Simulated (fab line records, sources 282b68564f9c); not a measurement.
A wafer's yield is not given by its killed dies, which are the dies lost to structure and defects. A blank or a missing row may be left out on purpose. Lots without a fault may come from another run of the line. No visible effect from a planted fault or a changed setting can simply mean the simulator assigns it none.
A struck lot beside a sound one | flow rit cmos | 22 steps out of a route of 202
Sound: wafers L773.2, L773.3, L773.6. Wafers struck: L775.1, L775.2, L775.6. The cause comes at the end.
Each step with rows lists, per side, the tool, then ch with its chambers, then its first start. Under that, the readings that differ: sound wafers | struck wafers | difference of the means | sigmas: that difference in standard deviations of wafers without a fault.
alike: same words and numbers on both sides, and readings whose means sit less than 2 such deviations apart. not compared: any withheld reading, any reading some wafer has no value for, any bound like >300 that may hide the same value, and any number with overlapping values for which the record gives no deviation.
Wherever a step has rows on one side only, a row that says differs or no value, or a row with sigmas, the two part there. Numbers that have no deviation but don't overlap get no sigmas and don't part them. A reading that every wafer of one side lacks parts them only if that side has two wafers or more.

first, 4 steps without rows for these wafers: RIT_NWELL_SOFTBAKE_02 (time 60 s); RIT_NWELL_EXPOSE_03 (exposes mask M2, target cd 43900 nm); RIT_NWELL_PEB_04; RIT_NWELL_DEVELOP_05 (develop time 68 s).
RIT_NWELL_OVL_MEAS_06:
  sound on overlay-01 at day 2 18:14; struck on overlay-01 at day 3 04:32
  alike: NWELL_OVL
then, 2 steps without rows for these wafers: RIT_NWELL_HARDBAKE_07 (time 120 s); RIT_NWELL_IMPLANT_08.
RIT_NWELL_STRIP_09: strips in O2, time 180 s.
  sound on plasma asher-01 ch 0, day 2 18:40; struck on plasma asher-01 ch 0,1, day 3 05:04
  alike: drypump motor current A, rf refl power W
  not compared: rf hours counter h
RIT_NWELL_TW_MEAS_10:
  sound on film metro-01 at day 2 18:52; struck on film metro-03 at day 3 05:14
  alike: NWELL_TW
then, 3 steps without rows for these wafers: RIT_PWELL_HMDS_00 (prime time 60 s); RIT_PWELL_COAT_01 (resist thk 1300 nm); RIT_PWELL_SOFTBAKE_02 (time 60 s).
RIT_PWELL_EXPOSE_03: exposes mask M3, target cd 43700 nm.
  sound on iline stepper-01 ch 0, day 2 19:30; struck on iline stepper-02 ch 0, day 3 05:45
  reading | sound          | struck         | difference | sigmas
  mask    | M3#0 M3#0 M3#0 | M2#0 M2#0 M2#0 | differs    |
  alike: stage vel mm s
then, 2 steps without rows for these wafers: RIT_PWELL_PEB_04; RIT_PWELL_DEVELOP_05 (develop time 68 s).
RIT_PWELL_OVL_MEAS_06:
  sound on overlay-01 at day 2 19:55; struck on overlay-01 at day 3 06:11
  reading        | sound        | struck | difference                    | sigmas
  PWELL_OVL (nm) | 0.1 -0.3 0.9 | - - -  | no value on the struck wafers |
then, 2 steps without rows for these wafers: RIT_PWELL_HARDBAKE_07 (time 120 s); RIT_PWELL_IMPLANT_08.
RIT_PWELL_STRIP_09: strips in O2, time 180 s.
  sound on plasma asher-01 ch 0,1, day 2 20:21; struck on plasma asher-01 ch 0,1, day 3 06:37
  alike: drypump motor current A, rf refl power W
  not compared: rf hours counter h
RIT_PWELL_TW_MEAS_10:
  sound on film metro-01 at day 2 20:32; struck on film metro-01 at day 3 06:48
  reading  | sound       | struck   | difference | sigmas
  PWELL_TW | 948 958 953 | 30 30 30 | -923       | -99 or more
then, 1 step without rows for these wafers: RIT_WELLDRIVE_ANNEAL_00 (time 14700 s).
RIT_M1_PROBE_99:
  sound on prober-02 at day 4 05:51; struck on prober-02 at day 4 17:54
  reading             | sound | struck      | difference | sigmas
  killed_at_M0_to_M3  | 0 1 0 | 0 0 0       | +0         | -4
  killed at front end | 4 6 6 | 264 264 264 | +259       | +78
  killed dies         | 4 7 6 | 264 264 264 | +258       | +81
  killed on rim       | 1 2 0 | 70 70 70    | +69        | +46
  alike: killed at contacts, killed open, killed short

== WHERE THEY PART ==
Earliest at RIT_PWELL_EXPOSE_03; latest, in this record, at RIT_M1_PROBE_99.

WHY: the cause the simulator had injected
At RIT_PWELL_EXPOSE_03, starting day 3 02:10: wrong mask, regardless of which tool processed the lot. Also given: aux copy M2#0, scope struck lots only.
